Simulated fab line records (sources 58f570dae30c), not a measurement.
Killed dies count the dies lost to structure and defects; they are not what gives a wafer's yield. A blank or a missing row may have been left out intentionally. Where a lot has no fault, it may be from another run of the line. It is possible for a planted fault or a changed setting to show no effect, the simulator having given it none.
A struck lot beside a sound one    flow berkeley_cmos170    14 steps out of a route of 331
Sound: wafers L543.3, L543.4, L543.6. Struck: wafers L548.2, L548.3, L548.6. At the end, the cause is stated.
Order at every step that has rows: each side's tool, ch and its chambers, its first start. Under that, the readings that differ: sound wafers    struck wafers    difference of the means    sigmas: that difference in standard deviations of wafers without a fault.
alike: a reading whose means differ by less than 2 such deviations, as well as words and numbers matching on both sides. not compared: withheld readings; readings where some wafer has no value; bounds like >300 that might hide an equal value; numbers whose values overlap and for which the record gives no deviation.
A row with sigmas, a row that says differs or no value, or rows on one side alone: a step with any of these is where the two part. When numbers do not overlap yet have no deviation, they are printed without sigmas and do not part them. A reading missing from all wafers of one side parts the sides only when that side holds two or more wafers.

UCB170_PLDD_STRIP_10: strips in O2.
  sound on plasma_asher-01 ch 0,1, day 8 13:28; struck on plasma_asher-03 ch 0,1, day 9 21:11
  alike: drypump_motor_current_A, oes_product_au, strip_time_to_endpoint_s
  not compared: rf_hours_counter_h
UCB170_PLDD_TW_MEAS_11:
  struck on film_metro-02, day 9 21:17; sound on film_metro-04, day 8 13:33
reading  sound           struck       difference  sigmas
PLDD_TW  1007 1009 1009  992 996 995  -14         -3
then, 7 steps without rows for these wafers: UCB170_PLDD_CLEAN_12 (cleans in SPM, time 600 s); UCB170_NLDD_HMDS_00 (prime time 60 s); UCB170_NLDD_COAT_01 (resist thk 900 nm); UCB170_NLDD_SOFTBAKE_02 (time 60 s); UCB170_NLDD_EXPOSE_03 (exposes mask NSELECT, target cd 1200 nm); UCB170_NLDD_PEB_04; UCB170_NLDD_DEVELOP_05 (develop time 45 s).
UCB170_NLDD_CD_MEAS_06 targets a cd of 1200 nm.
  struck on cd_sem-02, day 9 22:30; sound on cd_sem-01, day 8 14:55
  alike: cd_nm
UCB170_NLDD_OVL_MEAS_07:
  struck on overlay-02, day 9 22:37; sound on overlay-01, day 8 15:01
  alike: NLDD_OVL
after that, 1 step had no rows for these wafers: UCB170_NLDD_IMPLANT_08.
UCB170_NLDD_IMPLANT_09:
  sound on implanter-04 ch 0, day 8 15:14; struck on implanter-03 ch 0, day 9 22:49
reading                    sound                 struck                difference  sigmas
beam_energy_keV            30.006 29.999 30.014  30.959 30.971 30.971  +0.961      +97
model.implant.rp_nm (nm)   21.05 21.05 21.05     21.6 21.6 21.6        +0.6        
model.implant.drp_nm (nm)  9.611 9.611 9.611     9.835 9.835 9.835     +0.224      
UCB170_NLDD_STRIP_10: strips in O2.
  sound on plasma_asher-02 ch 0,1, day 8 15:22; struck on plasma_asher-01 ch 0,1, day 9 22:56
  alike: drypump_motor_current_A, oes_product_au, strip_time_to_endpoint_s
  not compared: rf_hours_counter_h

## WHERE THEY PART
At UCB170_PLDD_TW_MEAS_11 first; at UCB170_NLDD_IMPLANT_09 last (within this record only). Later steps at which nothing parts them and some readings are alike: UCB170_NLDD_STRIP_10.

WHY: what had been put in by the simulator
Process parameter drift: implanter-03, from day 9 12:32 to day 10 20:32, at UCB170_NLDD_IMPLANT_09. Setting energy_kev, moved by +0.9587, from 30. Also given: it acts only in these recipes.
